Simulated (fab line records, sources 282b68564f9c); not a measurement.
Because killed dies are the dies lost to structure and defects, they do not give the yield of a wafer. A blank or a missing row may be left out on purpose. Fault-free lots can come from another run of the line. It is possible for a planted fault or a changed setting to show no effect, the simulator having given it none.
fab line records	flow rit_cmos
record lots=15	wafers=45	last_day=8
route steps=202 shown ACTIVE@4 NWELL@37 PWELL@49 M1@202
lots that met no fault: taken from a fault-free run of the same line
start_h: the number of hours between the record's first day and the start of the first shown wafer of the lot	wait_h: time in hours since the lot's previous step	" identical to the entry in the row above	L1.1+2: one row covering several wafers at once	- no value present, or no start provided	* or withheld: withheld	< > ~ a bound
route shown NAME@n: a module of which the file shows steps, and the number in the route of the first	usual: the fault-free wafers' mean and standard deviation	same: alike in all rows	chamber/n: place in a boat	sites: the reading at each site	_std_site: how widely they spread, as a standard deviation	_edge_site: the outer-site mean with the inner-site mean subtracted	radius_mm: how far each site lies from the wafer's centre	mask NAME#n: copy n	behind: the most recent tool/chamber to have shaped the wafer	hold: why the lot went on hold/how many hours it stayed there/how the hold came to an end	device: transistor that didn't switch, given as n, p or np	end of line: the tests these same wafers got at the end of their route	step lacking rows: just its recipe	killed: dies lost to structure and defects at the first sort, not the wafer's yield	map: dies across one wafer; x = killed, . = not, _ = none there
set.NAME: setting as actually run; set.NAME@STEP: the setting as run at that earlier step	model.NAME: the simulator's own value behind a step, which no gauge read
route steps across a sampled set of lots; one table per step, one row per wafer
services: when a tool's chamber went out of use (start_h, in hours from the record's first day, below 0 if earlier), for how many hours, and the reason
## steps
# step RIT_ACTIVE_CVD_03
# recipe material=Si3N4	target_thk_nm=150	temp_c=810	precursor=SiH2Cl2/NH3	time_s=1500	pressure_mtorr=294.7	sih2cl2_flow_sccm=60	nh3_flow_sccm=150
lot.wafer	tool	chamber	start_h	wait_h
L858.1+2+3	lpcvd-02	1	12.58	0.1
L859.2+3+4	lpcvd-01	1	17.11	0.0
L862.1+4+5	lpcvd-02	0	32.11	0.1
L863.1+3+4	lpcvd-01	0	37.11	0.1
L865.1+3+4	lpcvd-02	0	47.11	0.1
L867.1+4+5	lpcvd-02	1	57.66	0.1
L868.1+3+5	lpcvd-02	0	62.11	0.1
L869.1+4+5	lpcvd-01	1	67.11	0.1
L870.1+3+4	lpcvd-01	0	72.11	0.1
L871.2+4+5	lpcvd-02	1	77.11	0.0
L872.2+3+6	lpcvd-01	0	82.11	0.0
L873.1+4+6	lpcvd-01	0	87.11	0.1
L878.1+4+6	lpcvd-02	0	112.11	0.1
L880.1+4+5	lpcvd-02	0	122.11	0.1
L881.3+4+6	lpcvd-02	0	127.11	0.0
# step RIT_ACTIVE_THK_MEAS_04
# recipe reads=Si3N4_of_ACTIVE_CVD_03
# usual ACTIVE_NITRIDE_THK=149.1/1.4
lot.wafer	tool	chamber	start_h	wait_h	hold	ACTIVE_NITRIDE_THK[nm]
L858.1	film_metro-03	-	13.99	0.0	-	149.7
L858.2	"	-	"	"	-	149.5
L858.3	"	-	"	"	-	149.3
L859.2	film_metro-03	-	18.54	0.0	-	148.8
L859.3	"	-	"	"	-	148.7
L859.4	"	-	"	"	-	150.0
L862.1	film_metro-04	-	33.53	0.0	-	149.1
L862.4	"	-	"	"	-	150.4
L862.5	"	-	"	"	-	149.5
L863.1	film_metro-04	-	38.53	0.0	-	146.0
L863.3	"	-	"	"	-	147.7
L863.4	"	-	"	"	-	147.5
L865.1	film_metro-03	-	49.24	0.0	-	149.9
L865.3	"	-	"	"	-	151.9
L865.4	"	-	"	"	-	151.1
L867.1	film_metro-03	-	59.08	0.0	-	149.2
L867.4	"	-	"	"	-	149.4
L867.5	"	-	"	"	-	148.6
L868.1	film_metro-04	-	63.53	0.0	-	147.2
L868.3	"	-	"	"	-	147.4
L868.5	"	-	"	"	-	147.7
L869.1	film_metro-02	-	68.53	0.0	-	149.1
L869.4	"	-	"	"	-	149.5
L869.5	"	-	"	"	-	149.8
L870.1	film_metro-03	-	73.53	0.0	-	147.8
L870.3	"	-	"	"	-	148.5
L870.4	"	-	"	"	-	148.2
L871.2	film_metro-04	-	78.54	0.0	-	148.7
L871.4	"	-	"	"	-	148.8
L871.5	"	-	"	"	-	148.3
L872.2	film_metro-02	-	83.54	0.0	-	147.4
L872.3	"	-	"	"	-	147.6
L872.6	"	-	"	"	-	147.4
L873.1	film_metro-04	-	88.53	0.0	-	150.7
L873.4	"	-	"	"	-	150.7
L873.6	"	-	"	"	-	148.8
L878.1	film_metro-02	-	113.53	0.1	await_dispo/0.2h/release	124.1
L878.4	"	-	"	"	await_dispo/0.2h/release	122.8
L878.6	"	-	"	"	await_dispo/0.2h/release	122.7
L878.1	film_metro-02	-	113.76	0.2	-	123.9
L878.4	"	-	"	"	-	122.9
L878.6	"	-	"	"	-	122.6
L880.1	film_metro-03	-	123.53	0.1	await_dispo/0.2h/release	123.8
L880.4	"	-	"	"	await_dispo/0.2h/release	121.8
L880.5	"	-	"	"	await_dispo/0.2h/release	121.5
L880.1	film_metro-03	-	123.76	0.2	-	123.8
L880.4	"	-	"	"	-	121.8
L880.5	"	-	"	"	-	121.6
L881.3	film_metro-02	-	128.55	0.1	await_dispo/0.2h/release	126.7
L881.4	"	-	"	"	await_dispo/0.2h/release	126.1
L881.6	"	-	"	"	await_dispo/0.2h/release	126.9
L881.3	film_metro-02	-	128.78	0.2	-	126.7
L881.4	"	-	"	"	-	126.1
L881.6	"	-	"	"	-	126.8
# step RIT_ACTIVE_ETCH_13
# recipe stop_on=SiO2	chemistry=SF6	target=Si3N4	time_s=210	over_etch_frac=0.4	SF6_flow_sccm=200	pressure_mtorr=260	rf_w=125	target_depth_a=2100
# usual drypump_motor_current_A=5.7/0.4	oes_product_au=0.812/0.014	throttle_valve_pct=7.54/0.076
lot.wafer	tool	chamber	start_h	wait_h	drypump_motor_current_A	oes_product_au	rf_hours_counter_h	throttle_valve_pct
L858.1	rie_diel-02	0	15.38	0.1	5.3	0.791	3	7.56
L858.2	"	2	"	"	5.6	0.804	57	7.50
L858.3	"	1	"	"	4.9	0.837	149	7.47
L859.2	rie_diel-04	1	19.94	0.1	5.7	0.804	83	7.48
L859.3	"	2	"	"	6.2	0.790	7	7.62
L859.4	"	3	"	"	5.5	0.827	1	7.63
L862.1	rie_diel-02	3	34.71	0.1	6.0	0.828	118	7.67
L862.4	"	0	"	"	5.3	0.803	-	7.57
L862.5	"	2	"	"	5.6	0.806	-	7.49
L863.1	rie_diel-02	0	39.83	0.1	5.3	0.794	4	7.56
L863.3	"	1	"	"	4.9	0.822	149	7.45
L863.4	"	3	"	"	6.0	0.814	118	7.66
L865.1	rie_diel-04	2	50.55	0.1	6.2	0.799	7	7.62
L865.3	"	3	"	"	5.4	0.831	2	7.63
L865.4	"	1	"	"	5.7	0.811	84	7.48
L867.1	rie_diel-04	3	60.38	0.1	5.4	0.831	2	7.62
L867.4	"	2	"	"	6.2	0.804	7	7.65
L867.5	"	1	"	"	5.7	0.808	-	7.49
L868.1	rie_diel-02	0	64.83	0.1	5.3	0.794	4	7.57
L868.3	"	1	"	"	5.0	0.826	150	7.45
L868.5	"	2	"	"	5.5	0.801	-	7.51
L869.1	rie_diel-02	2	69.83	0.1	5.5	0.808	58	7.50
L869.4	"	0	"	"	5.3	0.796	4	7.55
L869.5	"	0	"	"	5.3	0.800	-	7.54
L870.1	rie_diel-03	3	74.71	0.1	5.9	0.802	66	7.42
L870.3	"	1	"	"	6.1	0.812	58	7.44
L870.4	"	0	"	"	5.3	0.797	137	7.58
L871.2	rie_diel-04	0	79.71	0.1	6.2	0.804	6	7.55
L871.4	"	1	"	"	5.8	0.803	85	7.47
L871.5	"	1	"	"	5.7	0.807	-	7.47
L872.2	rie_diel-04	3	84.71	0.1	5.4	0.815	2	7.61
L872.3	"	1	"	"	5.7	0.811	85	7.48
L872.6	"	1	"	"	5.7	0.806	-	7.47
L873.1	rie_diel-03	3	89.83	0.1	5.9	0.815	66	7.42
L873.4	"	1	"	"	6.0	0.821	59	7.43
L873.6	"	0	"	"	5.3	0.801	-	7.59
L878.1	rie_diel-04	2	118.88	1.9	6.2	0.719	9	7.63
L878.4	"	1	"	"	5.7	0.729	86	7.49
L878.6	"	2	"	"	6.2	0.718	-	7.63
L880.1	rie_diel-03	2	126.87	0.1	6.1	0.751	138	7.49
L880.4	"	1	"	"	6.1	0.733	59	7.43
L880.5	"	0	"	"	5.3	0.724	-	7.58
L881.3	rie_diel-03	3	133.34	0.1	5.9	0.740	67	7.44
L881.4	"	2	"	"	6.0	0.763	138	7.49
L881.6	"	0	"	"	5.3	0.733	-	7.59
# step RIT_NWELL_STRIP_09
# recipe chemistry=O2	time_s=180	resist=NOVOLAK	platen_temp_c=withheld	power_w=500	pressure_mtorr=4000	o2_flow_sccm=4000
# usual drypump_motor_current_A=5.5/0.33
lot.wafer	tool	chamber	start_h	wait_h	drypump_motor_current_A	rf_hours_counter_h
L858.1	plasma_asher-01	0	22.42	0.1	6.1	24
L858.2	"	1	"	"	5.7	24
L858.3	"	1	"	"	5.8	-
L859.2	plasma_asher-04	0	25.93	0.1	5.4	43
L859.3	"	1	"	"	5.1	-
L859.4	"	0	"	"	5.4	-
L862.1	plasma_asher-02	0	41.68	0.1	5.6	31
L862.4	"	0	"	"	5.6	-
L862.5	"	1	"	"	5.5	-
L863.1	plasma_asher-04	1	47.15	0.1	5.0	45
L863.3	"	0	"	"	5.4	-
L863.4	"	1	"	"	5.1	-
L865.1	plasma_asher-01	1	56.85	0.1	5.8	28
L865.3	"	0	"	"	6.2	-
L865.4	"	1	"	"	5.8	-
L867.1	plasma_asher-02	0	66.67	0.1	5.6	34
L867.4	"	0	"	"	5.6	-
L867.5	"	0	"	"	5.6	-
L868.1	plasma_asher-02	1	70.85	0.1	5.6	34
L868.3	"	0	"	"	5.6	-
L868.5	"	1	"	"	5.6	-
L869.1	plasma_asher-04	1	75.69	0.1	5.0	48
L869.4	"	0	"	"	5.4	-
L869.5	"	1	"	"	5.0	-
L870.1	plasma_asher-02	1	81.04	0.1	5.5	36
L870.3	"	1	"	"	5.5	-
L870.4	"	0	"	"	5.6	-
L871.2	plasma_asher-04	1	85.77	0.1	5.0	49
L871.4	"	0	"	"	5.4	-
L871.5	"	0	"	"	5.4	-
L872.2	plasma_asher-01	0	91.03	0.1	6.2	32
L872.3	"	1	"	"	5.7	-
L872.6	"	1	"	"	5.8	-
L873.1	plasma_asher-04	1	96.45	0.1	5.0	51
L873.4	"	1	"	"	5.1	-
L873.6	"	1	"	"	5.0	-
L878.1	plasma_asher-04	0	127.62	0.1	5.4	54
L878.4	"	1	"	"	5.0	-
L878.6	"	0	"	"	5.4	-
L880.1	plasma_asher-02	0	135.96	0.1	5.6	1
L880.4	"	0	"	"	5.6	-
L880.5	"	0	"	"	5.6	-
L881.3	plasma_asher-04	0	143.16	0.1	5.4	-
L881.4	"	1	"	"	5.1	-
L881.6	"	0	"	"	5.4	-
# step RIT_PWELL_TW_MEAS_10
# usual PWELL_TW=945/6.3
lot.wafer	tool	chamber	start_h	wait_h	PWELL_TW
L858.1	film_metro-01	-	24.27	0.1	951
L858.2	"	-	"	"	955
L858.3	"	-	"	"	953
L859.2	film_metro-02	-	27.67	0.1	937
L859.3	"	-	"	"	934
L859.4	"	-	"	"	935
L862.1	film_metro-01	-	43.41	0.1	950
L862.4	"	-	"	"	949
L862.5	"	-	"	"	951
L863.1	film_metro-02	-	49.00	0.1	947
L863.3	"	-	"	"	943
L863.4	"	-	"	"	945
L865.1	film_metro-01	-	58.76	0.1	938
L865.3	"	-	"	"	936
L865.4	"	-	"	"	935
L867.1	film_metro-01	-	68.40	0.1	934
L867.4	"	-	"	"	934
L867.5	"	-	"	"	934
L868.1	film_metro-03	-	72.58	0.1	946
L868.3	"	-	"	"	944
L868.5	"	-	"	"	953
L869.1	film_metro-01	-	77.69	0.1	949
L869.4	"	-	"	"	942
L869.5	"	-	"	"	946
L870.1	film_metro-02	-	82.77	0.1	942
L870.3	"	-	"	"	946
L870.4	"	-	"	"	946
L871.2	film_metro-03	-	87.50	0.1	949
L871.4	"	-	"	"	950
L871.5	"	-	"	"	948
L872.2	film_metro-01	-	92.89	0.1	941
L872.3	"	-	"	"	944
L872.6	"	-	"	"	943
L873.1	film_metro-03	-	98.17	0.1	949
L873.4	"	-	"	"	954
L873.6	"	-	"	"	946
L878.1	film_metro-01	-	129.62	0.1	952
L878.4	"	-	"	"	950
L878.6	"	-	"	"	953
L880.1	film_metro-01	-	137.87	0.1	950
L880.4	"	-	"	"	951
L880.5	"	-	"	"	953
L881.3	film_metro-01	-	145.17	0.1	946
L881.4	"	-	"	"	941
L881.6	"	-	"	"	943
# step RIT_WELLDRIVE_RS_MEAS_02
# recipe thk_meas_gauge=four-point-probe
# usual PWELL_RS=429.9/1.2
lot.wafer	tool	chamber	start_h	wait_h	PWELL_RS[ohm/sq]
L858.1	film_metro-02	-	30.14	0.1	430.0
L858.2	"	-	"	"	429.2
L858.3	"	-	"	"	428.7
L859.2	film_metro-03	-	33.29	0.1	430.3
L859.3	"	-	"	"	431.3
L859.4	"	-	"	"	431.2
L862.1	film_metro-02	-	49.85	0.1	429.7
L862.4	"	-	"	"	430.1
L862.5	"	-	"	"	429.7
L863.1	film_metro-03	-	54.27	0.1	429.7
L863.3	"	-	"	"	429.0
L863.4	"	-	"	"	430.2
L865.1	film_metro-01	-	64.03	0.1	427.1
L865.3	"	-	"	"	427.7
L865.4	"	-	"	"	427.0
L867.1	film_metro-02	-	73.66	0.1	432.3
L867.4	"	-	"	"	430.7
L867.5	"	-	"	"	430.9
L868.1	film_metro-02	-	78.04	0.1	430.7
L868.3	"	-	"	"	431.1
L868.5	"	-	"	"	430.6
L869.1	film_metro-01	-	83.12	0.1	429.9
L869.4	"	-	"	"	430.0
L869.5	"	-	"	"	428.4
L870.1	film_metro-02	-	88.03	0.1	432.2
L870.3	"	-	"	"	432.6
L870.4	"	-	"	"	432.3
L871.2	film_metro-02	-	93.13	0.1	430.6
L871.4	"	-	"	"	427.5
L871.5	"	-	"	"	429.8
L872.2	film_metro-01	-	98.22	0.1	431.0
L872.3	"	-	"	"	429.6
L872.6	"	-	"	"	430.7
L873.1	film_metro-01	-	103.43	0.1	431.5
L873.4	"	-	"	"	429.8
L873.6	"	-	"	"	429.2
L878.1	film_metro-03	-	135.12	0.3	430.2
L878.4	"	-	"	"	429.9
L878.6	"	-	"	"	430.1
L880.1	film_metro-03	-	143.29	0.1	429.9
L880.4	"	-	"	"	428.2
L880.5	"	-	"	"	428.4
L881.3	film_metro-02	-	151.49	0.1	428.8
L881.4	"	-	"	"	428.5
L881.6	"	-	"	"	429.2
# step RIT_M1_PROBE_99
# usual killed_at_contacts=0.1/0.24	killed_at_front_end=7/3	killed_dies=7/3	killed_open=3.2/1.8	killed_short=3.5/2.1
# same gross_dies=264	killed_at_M0_to_M3=0	killed_at_M4_up=0	killed_at_back_side=0	killed_at_other=0
lot.wafer	tool	chamber	start_h	wait_h	killed_at_contacts	killed_at_front_end	killed_dies	killed_open	killed_short
L858.1	prober-01	-	58.78	0.1	0	8	8	4	4
L858.2	prober-01	-	58.83	0.1	0	7	7	5	2
L858.3	prober-01	-	58.88	0.2	1	8	9	2	7
L859.2	prober-02	-	61.44	0.1	0	8	8	2	6
L859.3	prober-02	-	61.49	0.2	0	9	9	5	4
L859.4	prober-02	-	61.54	0.2	0	5	5	2	3
L862.1	prober-01	-	78.96	0.1	0	9	9	5	4
L862.4	prober-01	-	79.11	0.2	0	7	7	6	1
L862.5	prober-01	-	79.16	0.2	0	6	6	4	2
L863.1	prober-01	-	82.47	0.1	0	5	5	3	2
L863.3	prober-01	-	82.57	0.2	0	6	6	3	3
L863.4	prober-01	-	82.62	0.2	0	6	6	1	5
L865.1	prober-01	-	92.49	0.1	0	22	22	8	14
L865.3	prober-01	-	92.59	0.2	0	15	15	5	10
L865.4	prober-01	-	92.64	0.2	0	10	10	3	7
L867.1	prober-01	-	102.66	0.1	0	5	5	3	2
L867.4	prober-01	-	102.81	0.2	0	6	6	2	4
L867.5	prober-01	-	102.86	0.2	0	13	13	6	7
L868.1	prober-02	-	107.09	0.1	0	4	4	4	0
L868.3	prober-02	-	107.19	0.2	0	3	3	3	0
L868.5	prober-02	-	107.29	0.2	1	5	6	2	4
L869.1	prober-01	-	111.73	0.1	0	6	6	2	4
L869.4	prober-01	-	111.88	0.2	0	5	5	2	3
L869.5	prober-01	-	111.93	0.2	0	3	3	2	1
L870.1	prober-02	-	116.84	0.1	0	12	12	6	6
L870.3	prober-02	-	116.94	0.2	1	11	12	5	7
L870.4	prober-02	-	116.99	0.2	0	13	13	6	7
L871.2	prober-01	-	121.51	0.1	0	8	8	3	5
L871.4	prober-01	-	121.61	0.2	0	5	5	4	1
L871.5	prober-01	-	121.66	0.2	0	5	5	2	3
L872.2	prober-02	-	128.62	0.1	0	8	8	4	4
L872.3	prober-02	-	128.67	0.2	0	6	6	3	3
L872.6	prober-02	-	128.82	0.2	0	4	4	1	3
L873.1	prober-01	-	132.62	0.1	0	8	8	5	3
L873.4	prober-01	-	132.77	0.2	0	6	6	3	3
L873.6	prober-01	-	132.87	0.2	0	7	7	0	7
L878.1	prober-02	-	170.45	0.1	0	8	8	4	4
L878.4	prober-02	-	170.60	0.2	0	8	8	3	5
L878.6	prober-02	-	170.70	0.2	0	5	5	2	3
L880.1	prober-02	-	175.52	0.1	0	6	6	5	1
L880.4	prober-02	-	175.67	0.2	0	4	4	2	2
L880.5	prober-02	-	175.72	0.2	0	7	7	5	2
L881.3	prober-01	-	184.02	0.2	0	3	3	1	2
L881.4	prober-01	-	184.07	0.2	0	3	3	2	1
L881.6	prober-01	-	184.17	0.2	0	4	4	3	1
# killed by level:class
L858.1 FOX1:geometric_particle:short=2 FOX1:geometric_particle:open=2 GATE:geometric_particle:open=2 ACTIVE:geometric_particle:short=1 SPACER:geometric_particle:short=1
L858.2 SPACER:geometric_particle:open=3 FOX1:geometric_particle:open=2 GATE:geometric_particle:short=1 SPACER:geometric_particle:short=1
L858.3 GATE:geometric_particle:short=3 FOX1:geometric_particle:short=2 SPACER:geometric_particle:short=2 SPACER:geometric_particle:open=1 CONTACT:geometric_particle:open=1
L859.2 GATE:geometric_particle:short=5 FOX2:geometric_particle:open=1 SPACER:geometric_particle:open=1 SILICIDE:geometric_particle:short=1
L859.3 GATE:geometric_particle:open=3 SPACER:geometric_particle:open=2 FOX1:geometric_particle:short=1 FOX2:geometric_particle:short=1 GATE:geometric_particle:short=1 REOX:geometric_particle:short=1
L859.4 GATE:geometric_particle:open=2 FOX1:geometric_particle:short=1 FOX2:geometric_particle:short=1 SPACER:geometric_particle:short=1
L862.1 GATE:geometric_particle:open=2 GATE:geometric_particle:short=2 REOX:geometric_particle:open=2 REOX:geometric_particle:short=2 SILICIDE:geometric_particle:open=1
L862.4 GATE:geometric_particle:open=3 SILICIDE:geometric_particle:open=2 FOX2:geometric_particle:open=1 REOX:geometric_particle:short=1
L862.5 GATE:geometric_particle:open=2 REOX:geometric_particle:open=1 REOX:geometric_particle:short=1 SILICIDE:geometric_particle:open=1 SILICIDE:geometric_particle:short=1
L863.1 REOX:geometric_particle:short=2 REOX:geometric_particle:open=2 GATE:geometric_particle:open=1
L863.3 GATE:geometric_particle:open=2 FOX1:geometric_particle:open=1 FOX1:geometric_particle:short=1 GATE:geometric_particle:short=1 REOX:geometric_particle:short=1
L863.4 GATE:geometric_particle:short=2 FOX1:geometric_particle:short=1 REOX:geometric_particle:open=1 REOX:geometric_particle:short=1 SPACER:geometric_particle:short=1
L865.1 GATE:geometric_particle:short=7 GATE:geometric_particle:open=5 FOX1:geometric_particle:short=4 FOX2:geometric_particle:open=1 FOX2:geometric_particle:short=1 REOX:geometric_particle:open=1 SILICIDE:geometric_particle:open=1 SPACER:geometric_particle:short=1
L865.3 GATE:geometric_particle:short=7 GATE:geometric_particle:open=3 FOX1:geometric_particle:open=2 REOX:geometric_particle:short=1 SPACER:geometric_particle:short=1 SILICIDE:geometric_particle:short=1
L865.4 GATE:geometric_particle:short=3 FOX1:geometric_particle:short=2 FOX1:geometric_particle:open=2 GATE:geometric_particle:open=1 SPACER:geometric_particle:short=1 SILICIDE:geometric_particle:short=1
L867.1 SILICIDE:geometric_particle:open=2 FOX1:geometric_particle:short=1 FOX1:geometric_particle:open=1 REOX:geometric_particle:short=1
L867.4 SPACER:geometric_particle:short=2 SILICIDE:geometric_particle:open=2 FOX1:geometric_particle:short=1 GATE:geometric_particle:short=1
L867.5 FOX1:geometric_particle:short=5 GATE:geometric_particle:open=4 REOX:geometric_particle:open=2 FOX2:geometric_particle:short=1 SILICIDE:geometric_particle:short=1
L868.1 GATE:geometric_particle:open=2 SPACER:geometric_particle:open=1 SILICIDE:geometric_particle:open=1
L868.3 ACTIVE:geometric_particle:open=1 REOX:geometric_particle:open=1 SILICIDE:geometric_particle:open=1
L868.5 FOX1:geometric_particle:open=1 FOX2:geometric_particle:short=1 REOX:geometric_particle:short=1 SPACER:geometric_particle:short=1 SILICIDE:geometric_particle:short=1 CONTACT:geometric_particle:open=1
L869.1 REOX:geometric_particle:open=2 FOX1:geometric_particle:short=1 FOX2:geometric_particle:short=1 GATE:geometric_particle:short=1 SILICIDE:geometric_particle:short=1
L869.4 GATE:geometric_particle:short=2 GATE:geometric_particle:open=1 SPACER:geometric_particle:open=1 SILICIDE:geometric_particle:short=1
L869.5 GATE:geometric_particle:open=1 REOX:geometric_particle:short=1 SPACER:geometric_particle:open=1
L870.1 SPACER:geometric_particle:open=4 GATE:geometric_particle:short=3 GATE:geometric_particle:open=2 SPACER:geometric_particle:short=2 FOX2:geometric_particle:short=1
L870.3 SPACER:geometric_particle:short=3 SPACER:geometric_particle:open=2 FOX1:geometric_particle:open=1 FOX2:geometric_particle:open=1 FOX2:geometric_particle:short=1 GATE:geometric_particle:short=1 GATE:geometric_particle:open=1 REOX:geometric_particle:short=1
L870.4 FOX1:geometric_particle:short=3 FOX1:geometric_particle:open=2 SPACER:geometric_particle:short=2 SILICIDE:geometric_particle:open=2 FOX2:geometric_particle:short=1 GATE:geometric_particle:open=1 REOX:geometric_particle:short=1 SPACER:geometric_particle:open=1
L871.2 FOX1:geometric_particle:open=2 GATE:geometric_particle:short=2 ACTIVE:geometric_particle:short=1 FOX2:geometric_particle:short=1 REOX:geometric_particle:short=1 REOX:geometric_particle:open=1
L871.4 FOX1:geometric_particle:open=1 FOX2:geometric_particle:open=1 GATE:geometric_particle:open=1 SILICIDE:geometric_particle:short=1 SILICIDE:geometric_particle:open=1
L871.5 GATE:geometric_particle:open=2 FOX1:geometric_particle:short=1 REOX:geometric_particle:short=1 SPACER:geometric_particle:short=1
L872.2 GATE:geometric_particle:short=2 SPACER:geometric_particle:short=2 GATE:geometric_particle:open=1 REOX:geometric_particle:open=1 SPACER:geometric_particle:open=1 SILICIDE:geometric_particle:open=1
L872.3 GATE:geometric_particle:short=3 SPACER:geometric_particle:open=2 GATE:geometric_particle:open=1
L872.6 REOX:geometric_particle:short=2 GATE:geometric_particle:short=1 REOX:geometric_particle:open=1
L873.1 GATE:geometric_particle:open=3 GATE:geometric_particle:short=2 REOX:geometric_particle:open=2 FOX2:geometric_particle:short=1
L873.4 REOX:geometric_particle:short=2 FOX2:geometric_particle:open=1 GATE:geometric_particle:open=1 GATE:geometric_particle:short=1 SPACER:geometric_particle:open=1
L873.6 FOX2:geometric_particle:short=3 GATE:geometric_particle:short=2 REOX:geometric_particle:short=2
L878.1 GATE:geometric_particle:short=4 GATE:geometric_particle:open=2 SILICIDE:geometric_particle:open=2
L878.4 GATE:geometric_particle:short=2 SILICIDE:geometric_particle:short=2 GATE:geometric_particle:open=1 REOX:geometric_particle:open=1 REOX:geometric_particle:short=1 SILICIDE:geometric_particle:open=1
L878.6 GATE:geometric_particle:short=1 REOX:geometric_particle:short=1 SPACER:geometric_particle:open=1 SILICIDE:geometric_particle:short=1 SILICIDE:geometric_particle:open=1
L880.1 GATE:geometric_particle:open=4 FOX1:geometric_particle:open=1 GATE:geometric_particle:short=1
L880.4 GATE:geometric_particle:short=2 GATE:geometric_particle:open=1 SPACER:geometric_particle:open=1
L880.5 GATE:geometric_particle:open=2 FOX1:geometric_particle:short=1 FOX2:geometric_particle:open=1 REOX:geometric_particle:open=1 SPACER:geometric_particle:short=1 SILICIDE:geometric_particle:open=1
L881.3 FOX1:geometric_particle:open=1 FOX1:geometric_particle:short=1 GATE:geometric_particle:short=1
L881.4 SPACER:geometric_particle:open=1 SILICIDE:geometric_particle:open=1 SILICIDE:geometric_particle:short=1
L881.6 GATE:geometric_particle:open=2 FOX1:geometric_particle:open=1 GATE:geometric_particle:short=1
## services
tool	chamber	start_h	hours	kind
rie_diel-02	-	-9.37	0.5	repair
lpcvd-02	-	-4.46	0.6	repair
rie_diel-03	0	22.45	14.5	repair
lpcvd-02	-	24.72	1.1	repair
rie_diel-03	2	26.62	7.9	repair
rie_diel-02	1	32.02	2.8	repair
rie_diel-02	1	58.30	5.1	repair
rie_diel-03	1	82.04	5.8	repair
rie_diel-02	1	90.58	3.9	repair
rie_diel-02	2	104.33	14.5	repair
plasma_asher-02	-	108.75	9.0	pm
plasma_asher-02	0	108.75	9.0	vent_cycle
plasma_asher-02	1	108.75	9.0	vent_cycle
plasma_asher-02	0	117.75	-	clean
plasma_asher-02	1	117.75	-	clean
rie_diel-02	0	128.17	2.4	repair
## key
first_sign step=RIT_ACTIVE_THK_MEAS_04	reading=visit	direction=added
effect step=RIT_ACTIVE_THK_MEAS_04	reading=ACTIVE_NITRIDE_THK	direction=down	sigmas=18	usual=149.1	struck=124.0
effect step=RIT_ACTIVE_ETCH_13	reading=oes_product_au	direction=down	sigmas=5.5	usual=0.812	struck=0.734
met_at RIT_ACTIVE_CVD_03
struck_lots L878,L880,L881
tester_left_out L878,L880,L881
not_acting_at RIT_NWELL_STRIP_09,RIT_PWELL_TW_MEAS_10,RIT_WELLDRIVE_RS_MEAS_02
onset_between 77.11 112.11
also_fits time
fault kind=process_parameter_drift	tool=lpcvd-02	chamber=-	onset_h=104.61	steps=RIT_ACTIVE_CVD_03	channel=time_s	offset=*	shape=step	end_h=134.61	acts_in=*	stated=*
# tester_left_out: of these lots the tester's yield and bins aren't shown, on N5 and GAA mostly nor the transistor test; their killed dies are dies lost to structure and defects alone, not to doping, threshold or leakage, so they don't give the yield
